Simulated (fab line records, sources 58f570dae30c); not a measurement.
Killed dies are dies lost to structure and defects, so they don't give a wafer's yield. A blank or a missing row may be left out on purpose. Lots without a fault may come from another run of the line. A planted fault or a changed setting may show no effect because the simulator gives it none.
Which tool did it? | flow berkeley_cmos170 | 13 lots, 39 wafers sampled, at 3 steps of a route of 331

WHAT THE GAUGES READ, wafer by wafer
UCB170_M2_CD_MEAS_90: target cd 700 nm.
lot  | measured     | on        | cd_nm (nm)
L782 | day 8 06:01  | cd_sem-02 | 700 703 694
L781 | day 9 01:26  | cd_sem-01 | 694 695 700
L783 | day 9 02:14  | cd_sem-01 | 705 705 705
L784 | day 9 00:17  | cd_sem-02 | 702 702 701
L785 | day 9 00:38  | cd_sem-01 | 695 700 693
L786 | day 9 01:18  | cd_sem-02 | 702 705 704
L787 | day 9 17:09  | cd_sem-02 | 700 694 702
L788 | day 10 01:42 | cd_sem-02 | 701 697 701
L789 | day 10 06:23 | cd_sem-02 | 701 697 702
L790 | day 10 06:16 | cd_sem-02 | 703 708 707
L793 | day 10 18:44 | cd_sem-01 | 699 694 703
L798 | day 12 11:13 | cd_sem-02 | 693 691 696
L799 | day 12 13:52 | cd_sem-02 | 705 703 704

UCB170_V2_THK_MEAS_01.
lot  | measured     | on            | V2_TEOS_THK (nm)
L782 | day 8 06:17  | film_metro-04 | 1951 2026 1989
L781 | day 9 01:41  | film_metro-04 | 1990 2035 2013
L783 | day 9 02:31  | film_metro-02 | 1955 2021 2018
L784 | day 9 00:34  | film_metro-04 | 1984 1971 2040
L785 | day 9 00:55  | film_metro-03 | 1981 1986 1955
L786 | day 9 01:34  | film_metro-03 | 1993 1976 1998
L787 | day 9 17:25  | film_metro-04 | 2026 1978 2022
L788 | day 10 01:58 | film_metro-03 | 1978 2034 1999
L789 | day 10 06:39 | film_metro-04 | 1968 2005 2013
L790 | day 10 06:32 | film_metro-02 | 1986 2013 2016
L793 | day 10 19:01 | film_metro-04 | 1996 1964 2021
L798 | day 12 11:29 | film_metro-03 | 1977 1996 2004
L799 | day 12 14:08 | film_metro-03 | 1970 2033 2014

WHICH TOOL RAN EACH LOT (tool, then ch and the chambers of the sampled wafers, then the start)
lot  | UCB170_PWELL_CVD_05
L782 | lpcvd-02 ch 1, day 3 04:09
L781 | lpcvd-02 ch 1, day 3 09:29
L783 | lpcvd-02 ch 0, day 3 09:29
L784 | lpcvd-02 ch 1, day 3 20:44
L785 | lpcvd-02 ch 1, day 3 20:44
L786 | lpcvd-02 ch 1, day 3 20:44
L787 | lpcvd-01 ch 0, day 4 12:37
L788 | lpcvd-02 ch 1, day 4 19:24
L789 | lpcvd-02 ch 0, day 4 19:24
L790 | lpcvd-02 ch 0, day 5 00:04
L793 | lpcvd-02 ch 0, day 5 11:45
L798 | lpcvd-02 ch 0, day 7 00:37
L799 | lpcvd-02 ch 1, day 7 00:37
- UCB170_PWELL_CVD_05: deposits Si3N4 from SiH2Cl2/NH3, target thk 220 nm, time 3300 s.

WHAT THE TOOLS THEMSELVES READ (means of the sampled wafers that have a number; where no wafer has one, the mark that the record gives instead)
UCB170_PWELL_CVD_05.
lot  | tool     | zone_power_centre_pct (%)
L782 | lpcvd-02 | 35
L781 | lpcvd-02 | 35
L783 | lpcvd-02 | 32
L784 | lpcvd-02 | 35
L785 | lpcvd-02 | 35
L786 | lpcvd-02 | 35
L787 | lpcvd-01 | 31
L788 | lpcvd-02 | 35
L789 | lpcvd-02 | 32
L790 | lpcvd-02 | 33
L793 | lpcvd-02 | 32
L798 | lpcvd-02 | 32
L799 | lpcvd-02 | 35

THE ANSWER, worked out from the rows above alone
Rule: what is usual is taken from the lots themselves. Put in order of their means at a reading, lots are off if they are a third of the lots or fewer, leave a main group of 4 or more, and stand apart from it by a gap of 3 or more times the standard deviation of the main group's means; of several such gaps the widest counts. A main group whose means are all the same, to the digits that the tables above print for the reading, isn't used. A lot without any number at a reading at which 4 lots or more have one is off too. The other lots that the step has rows for count as sound. The gauges are gone through in route order, then the tools' own readings, and for those a lot's mean is taken as printed above. The first step at which some lot is off is used, and at that step the reading that is off furthest; a lot without a number counts as furthest.
No lot is off at any reading shown: from this, nothing can be told.

WHAT THE SIMULATOR HAD PUT IN
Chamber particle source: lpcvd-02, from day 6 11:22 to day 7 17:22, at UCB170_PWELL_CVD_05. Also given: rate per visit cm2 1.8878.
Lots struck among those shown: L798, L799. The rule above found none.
